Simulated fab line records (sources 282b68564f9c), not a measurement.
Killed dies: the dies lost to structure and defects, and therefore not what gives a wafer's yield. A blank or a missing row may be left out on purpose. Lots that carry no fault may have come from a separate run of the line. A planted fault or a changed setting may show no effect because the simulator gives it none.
Which of the tools did it? | flow rit cmos | Sampling: 14 lots, 42 wafers, 6 of 202 route steps

== WHAT THE GAUGES READ, wafer by wafer ==
RIT_ACTIVE_BOW_MEAS_00. Usual: INCOMING_BOW gives 0 um (standard deviation 6.6).
lot  | measured    | on            | INCOMING_BOW (um) | flag
L983 | day 1 10:00 | film metro-01 | 2 5 4             |
L984 | day 1 15:01 | film metro-01 | -6 8 3            |
L985 | day 1 20:00 | film metro-03 | 9 -11 13          |
L989 | day 2 16:01 | film metro-03 | -1 -9 -8          |
L993 | day 3 12:01 | film metro-04 | -13 0 -3          |
L994 | day 3 17:01 | film metro-01 | 6 -6 -7           |
L996 | day 4 03:01 | film metro-04 | -4 -10 11         |
L997 | day 4 08:00 | film metro-04 | 6 2 -2            |
L998 | day 4 13:00 | film metro-03 | 4 -2 -11          |
L100 | day 4 23:00 | film metro-01 | -5 7 6            |
L102 | day 5 09:00 | film metro-03 | 2 -4 2            |
L104 | day 5 19:02 | film metro-04 | 6 -4 -8           |
L105 | day 6 00:01 | film metro-04 | 4 -1 -3           |
L106 | day 6 05:01 | film metro-01 | -4 1 -6           |

RIT_WELLDRIVE_RS_MEAS_01: uses a four-point probe to measure. Usual: NWELL_RS gives 275.6 ohm/sq (standard deviation 0.66).
lot  | measured    | on            | NWELL_RS (ohm/sq) | flag
L983 | day 2 04:01 | film metro-02 | 275.4 275.7 276.1 |
L984 | day 2 10:58 | film metro-02 | 275.2 276.7 276.2 |
L985 | day 2 16:43 | film metro-02 | 276.7 276.4 276.9 |
L989 | day 3 11:26 | film metro-01 | 274.5 275.3 275.1 |
L993 | day 4 08:28 | film metro-02 | 276.0 275.4 275.3 |
L994 | day 4 14:23 | film metro-02 | 275.7 275.3 275.9 |
L996 | day 5 00:22 | film metro-04 | 275.5 275.2 276.2 |
L997 | day 5 02:48 | film metro-04 | 274.7 275.1 275.8 |
L998 | day 5 09:00 | film metro-04 | 275.7 275.3 276.0 |
L100 | day 5 20:03 | film metro-02 | 275.5 275.2 275.9 |
L102 | day 6 03:43 | film metro-04 | 276.6 275.8 276.5 |
L104 | day 6 17:28 | film metro-04 | 275.5 275.0 274.9 |
L105 | day 6 20:04 | film metro-01 | 275.0 276.1 276.1 |
L106 | day 6 23:36 | film metro-01 | 276.6 276.1 276.3 |

RIT_NLDD_TW_MEAS_10. Usual: NLDD_TW gives 2490 (standard deviation 20).
lot  | measured    | on            | NLDD_TW        | flag
L983 | day 2 20:22 | film metro-04 | 2498 2503 2501 |
L984 | day 3 02:17 | film metro-03 | 2495 2486 2505 |
L985 | day 3 06:30 | film metro-04 | 2512 2497 2497 |
L989 | day 4 02:22 | film metro-03 | 2561 2560 2566 | OFF
L993 | day 4 22:38 | film metro-03 | 2483 2503 2507 |
L994 | day 5 05:53 | film metro-04 | 2581 2577 2553 | OFF
L996 | day 5 14:47 | film metro-03 | 2500 2497 2512 |
L997 | day 5 21:29 | film metro-03 | 2499 2495 2506 |
L998 | day 6 00:00 | film metro-01 | 2472 2488 2481 |
L100 | day 6 12:55 | film metro-04 | 2513 2506 2515 |
L102 | day 6 18:01 | film metro-01 | 2464 2474 2477 |
L104 | day 7 06:58 | film metro-03 | 2509 2512 2498 |
L105 | day 7 10:59 | film metro-01 | 2458 2447 2457 |
L106 | day 7 18:30 | film metro-01 | 2465 2467 2471 |

RIT_SDANNEAL_RS_MEAS_07: uses a four-point probe to measure. Usual: NLDD_RS gives 151.5 ohm/sq (standard deviation 0.43).
lot  | measured    | on            | NLDD_RS (ohm/sq)  | flag
L983 | day 3 04:23 | film metro-03 | 151.2 151.3 151.1 |
L984 | day 3 09:56 | film metro-04 | 151.0 151.7 151.2 |
L985 | day 3 14:23 | film metro-04 | 151.1 151.4 151.1 |
L989 | day 4 09:59 | film metro-04 | 140.7 141.3 141.2 | OFF
L993 | day 5 06:28 | film metro-03 | 151.3 151.6 151.6 |
L994 | day 5 13:32 | film metro-04 | 140.8 140.6 140.9 | OFF
L996 | day 5 22:54 | film metro-04 | 151.5 151.4 151.4 |
L997 | day 6 05:46 | film metro-01 | 152.4 151.6 151.3 |
L998 | day 6 08:46 | film metro-04 | 151.1 151.4 151.0 |
L100 | day 6 20:47 | film metro-04 | 151.2 151.2 151.4 |
L102 | day 7 02:13 | film metro-04 | 151.1 151.4 151.2 |
L104 | day 7 14:37 | film metro-01 | 151.6 151.6 151.4 |
L105 | day 7 19:05 | film metro-03 | 151.1 151.7 151.5 |
L106 | day 8 02:28 | film metro-03 | 151.4 150.5 150.9 |

== WHAT TOOL EACH LOT RAN ON (gives the tool, then ch and the chambers of the sampled wafers, and finally the start) ==
lot  | RIT_NWELL_STRIP_09                  | RIT_NLDD_IMPLANT_08
L983 | plasma asher-01 ch 0,1, day 1 20:44 | implanter-01 ch 0, day 2 20:02
L984 | plasma asher-02 ch 1, day 2 03:40   | implanter-04 ch 0, day 3 01:59
L985 | plasma asher-03 ch 0,1, day 2 09:15 | implanter-01 ch 0, day 3 06:11
L989 | plasma asher-02 ch 0, day 3 04:33   | implanter-01 ch 0, day 4 02:04
L993 | plasma asher-03 ch 0,1, day 4 00:28 | implanter-04 ch 0, day 4 22:19
L994 | plasma asher-01 ch 0,1, day 4 07:11 | implanter-01 ch 0, day 5 05:34
L996 | plasma asher-03 ch 0,1, day 4 16:34 | implanter-03 ch 0, day 5 14:29
L997 | plasma asher-03 ch 0,1, day 4 19:56 | implanter-03 ch 0, day 5 21:10
L998 | plasma asher-03 ch 1, day 5 02:08   | implanter-04 ch 0, day 5 23:40
L100 | plasma asher-01 ch 0,1, day 5 12:46 | implanter-04 ch 0, day 6 12:36
L102 | plasma asher-03 ch 0,1, day 5 20:51 | implanter-04 ch 0, day 6 17:42
L104 | plasma asher-02 ch 0,1, day 6 10:01 | implanter-03 ch 0, day 7 06:41
L105 | plasma asher-02 ch 0, day 6 12:47   | implanter-03 ch 0, day 7 10:40
L106 | plasma asher-01 ch 0,1, day 6 16:19 | implanter-01 ch 0, day 7 18:11
- RIT_NWELL_STRIP_09: strips in O2, time 180 s.
- RIT_NLDD_IMPLANT_08

== AS READ BY THE TOOLS THEMSELVES (means over the sampled wafers that have a number; for cases with no such wafer, the mark the record gives instead) ==
RIT_NWELL_STRIP_09. Usual: drypump motor current A 5.9 A, standard deviation 0.35; rf refl power W 6.4 W, standard deviation 1.1.
lot  | tool            | drypump motor current A (A) | rf refl power W (W) | flag
L983 | plasma asher-01 | 6.0                         | 6.3                 |
L984 | plasma asher-02 | 5.5                         | 4.7                 |
L985 | plasma asher-03 | 6.2                         | 6.1                 |
L989 | plasma asher-02 | 5.7                         | 7.7                 |
L993 | plasma asher-03 | 5.9                         | 6.9                 |
L994 | plasma asher-01 | 6.0                         | 6.4                 |
L996 | plasma asher-03 | 5.9                         | 6.9                 |
L997 | plasma asher-03 | 6.2                         | 6.4                 |
L998 | plasma asher-03 | 5.7                         | 7.7                 |
L100 | plasma asher-01 | 6.2                         | 6.3                 |
L102 | plasma asher-03 | 6.2                         | 6.3                 |
L104 | plasma asher-02 | 5.5                         | 5.5                 |
L105 | plasma asher-02 | 5.6                         | 8.0                 |
L106 | plasma asher-01 | 6.2                         | 6.2                 |

RIT_NLDD_IMPLANT_08. Usual: dose ions cm2 5e+14, standard deviation 5.3e+11; faraday current uA 1572, standard deviation 31.
lot  | tool         | dose ions cm2 | faraday current uA | flag
L983 | implanter-01 | 5e+14         | 1583               |
L984 | implanter-04 | 5e+14         | 1563               |
L985 | implanter-01 | 5e+14         | 1577               |
L989 | implanter-01 | 5e+14         | 1706               | OFF
L993 | implanter-04 | 5e+14         | 1581               |
L994 | implanter-01 | 5e+14         | 1736               | OFF
L996 | implanter-03 | 5e+14         | 1592               |
L997 | implanter-03 | 5e+14         | 1604               |
L998 | implanter-04 | 5e+14         | 1570               |
L100 | implanter-04 | 5e+14         | 1554               |
L102 | implanter-04 | 5e+14         | 1561               |
L104 | implanter-03 | 5e+14         | 1559               |
L105 | implanter-03 | 5e+14         | 1555               |
L106 | implanter-01 | 5e+14         | 1564               |

== THE ANSWER, worked out from the rows above alone ==
Rule: a lot counts as off when the mean over its wafers that have a number is more than 3 standard deviations away from the usual mean. A lot without any number at a reading at which 4 lots or more have one is off too. Any other lot the step has rows for is counted as sound. Order of review: gauges by route order, followed by the tools' own readings, for which a lot's mean as printed above is used. The first step at which some lot is off is used, and at that step the reading that is off furthest; a lot without a number counts as furthest.
Off: at RIT_NLDD_TW_MEAS_10 (NLDD_TW), L989, L994.
If a tool, at a process step before that reading, ran all the lots that are off and no sound lot after the first of them, it fits. The gauges at RIT_NLDD_TW_MEAS_10 aren't tried: what is off there is off at RIT_NLDD_IMPLANT_08 too, on other tools, and a gauge's error can't cause that. None of those tried fits.

== WHAT WAS PUT IN BY THE SIMULATOR ==
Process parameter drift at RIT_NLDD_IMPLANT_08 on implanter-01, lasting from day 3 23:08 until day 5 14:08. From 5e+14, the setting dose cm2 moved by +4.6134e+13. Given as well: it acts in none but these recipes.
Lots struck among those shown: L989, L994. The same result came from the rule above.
